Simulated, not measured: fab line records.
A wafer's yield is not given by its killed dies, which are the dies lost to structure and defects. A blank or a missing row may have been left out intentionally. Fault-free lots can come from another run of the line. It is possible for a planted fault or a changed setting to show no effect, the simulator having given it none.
Which of the tools did it? + flow rit_cmos + 14 lots, 42 wafers sampled, at 2 steps of a route of 202

## WHAT EACH GAUGE READ, for each wafer
The record lacks any reading of a measuring or inspecting step that a usual standard deviation could be used to judge.

## WHAT TOOL EACH LOT RAN ON (gives the tool, then ch and the chambers of the sampled wafers, and finally the start)
| lot  | RIT_PWELL_STRIP_09                  | RIT_M1_PROBE_99        |
|------|-------------------------------------|------------------------|
| L950 | plasma_asher-01 ch 0,1, day 1 23:53 | -                      |
| L951 | plasma_asher-04 ch 0,1, day 2 04:47 | -                      |
| L952 | plasma_asher-02 ch 0,1, day 2 09:50 | -                      |
| L954 | plasma_asher-04 ch 0,1, day 2 19:04 | -                      |
| L955 | plasma_asher-02 ch 0,1, day 3 01:34 | prober-02, day 4 13:00 |
| L956 | plasma_asher-02 ch 1, day 3 05:45   | prober-01, day 4 22:35 |
| L957 | plasma_asher-01 ch 0,1, day 3 11:26 | -                      |
| L962 | plasma_asher-02 ch 0,1, day 4 13:50 | prober-01, day 6 01:11 |
| L963 | plasma_asher-02 ch 0,1, day 4 16:42 | prober-02, day 6 08:55 |
| L967 | plasma_asher-04 ch 0,1, day 5 14:11 | -                      |
| L968 | plasma_asher-01 ch 0,1, day 5 21:34 | -                      |
| L970 | plasma_asher-04 ch 0,1, day 6 02:52 | prober-01, day 7 18:13 |
| L971 | plasma_asher-01 ch 0,1, day 6 13:12 | -                      |
| L973 | plasma_asher-01 ch 0,1, day 6 18:31 | prober-01, day 8 08:44 |
- RIT_PWELL_STRIP_09: strips in O2, time 180 s.
- RIT_M1_PROBE_99

## AS READ BY THE TOOLS THEMSELVES (means over the sampled wafers that have a number; for cases with no such wafer, the mark the record gives instead)
RIT_PWELL_STRIP_09.
| lot  | tool            | chamber_pressure_mTorr (mTorr) | drypump_motor_current_A (A) | o2_flow_sccm (sccm) |
|------|-----------------|--------------------------------|-----------------------------|---------------------|
| L950 | plasma_asher-01 | 3999                           | 5.4                         | 4007                |
| L951 | plasma_asher-04 | 3997                           | 6.2                         | 3998                |
| L952 | plasma_asher-02 | 4001                           | 4.9                         | 3995                |
| L954 | plasma_asher-04 | 4000                           | 6.0                         | 4000                |
| L955 | plasma_asher-02 | 4001                           | 5.0                         | 4000                |
| L956 | plasma_asher-02 | 3996                           | 4.7                         | 4004                |
| L957 | plasma_asher-01 | 4003                           | 5.9                         | 4005                |
| L962 | plasma_asher-02 | 4000                           | 5.0                         | 3732                |
| L963 | plasma_asher-02 | 4003                           | 5.0                         | 3731                |
| L967 | plasma_asher-04 | 3997                           | 6.0                         | 4003                |
| L968 | plasma_asher-01 | 4003                           | 5.9                         | 4009                |
| L970 | plasma_asher-04 | 4002                           | 6.2                         | 4014                |
| L971 | plasma_asher-01 | 4000                           | 5.9                         | 4003                |
| L973 | plasma_asher-01 | 4001                           | 5.9                         | 3995                |

RIT_M1_PROBE_99.
| lot  | tool      | killed_at_contacts | killed_at_front_end | killed_dies | killed_open | killed_short |
|------|-----------|--------------------|---------------------|-------------|-------------|--------------|
| L955 | prober-02 | 0.0                | 7.0                 | 7.0         | 4.0         | 3.0          |
| L956 | prober-01 | 0.0                | 9.7                 | 9.7         | 4.7         | 5.0          |
| L962 | prober-01 | 0.0                | 10.0                | 10.0        | 3.7         | 6.3          |
| L963 | prober-02 | 0.3                | 5.3                 | 5.7         | 2.3         | 3.3          |
| L970 | prober-01 | 0.0                | 11.0                | 11.0        | 7.0         | 4.0          |
| L973 | prober-01 | 0.3                | 6.3                 | 6.7         | 3.0         | 3.7          |

## THE ANSWER, worked out from the rows above alone
Rule: usual is defined by the lots themselves. The widest of any qualifying gaps counts: lots, ordered by their means at a reading, are off when they make up no more than a third of the lots, leave a main group of 4 or more, and stand apart from it by 3 or more times the standard deviation of that group's means. Not used: any main group whose means are identical at the precision the tables above print for the reading. A lot without any number at a reading at which 4 lots or more have one is off too. Where the step has rows for the other lots, those lots are counted as sound. After the gauges, taken in route order, come the tools' own readings; for these a lot's mean is taken, as printed above. The first step at which some lot is off is used, and at that step the reading that is off furthest; a lot without a number counts as furthest.
Off: L962, L963 (RIT_PWELL_STRIP_09, o2_flow_sccm). The main group has a mean of 4003 sccm with a standard deviation of 5.4.
If a tool, at that step or one of the process steps before it, ran each lot that is off and ran no sound lot following the first of them, it fits. One fits: plasma_asher-02 at RIT_PWELL_STRIP_09. A fault onset in the window from L956 (day 3 05:45, its last sound lot) to L962 (day 4 13:50, its first lot off) fits.
On the lots that are off, the tool's own readings at RIT_PWELL_STRIP_09 differ by more than 5 times the standard deviation of the sound lots' means, which bears it out; o2_flow_sccm reads 3732 sccm there versus 4003 sccm on the sound lots.

## WHAT WAS PUT IN BY THE SIMULATOR
plasma_asher-02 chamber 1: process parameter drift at RIT_PWELL_STRIP_09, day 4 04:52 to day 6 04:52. From 4000, the setting o2_flow_sccm moved by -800. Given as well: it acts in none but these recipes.
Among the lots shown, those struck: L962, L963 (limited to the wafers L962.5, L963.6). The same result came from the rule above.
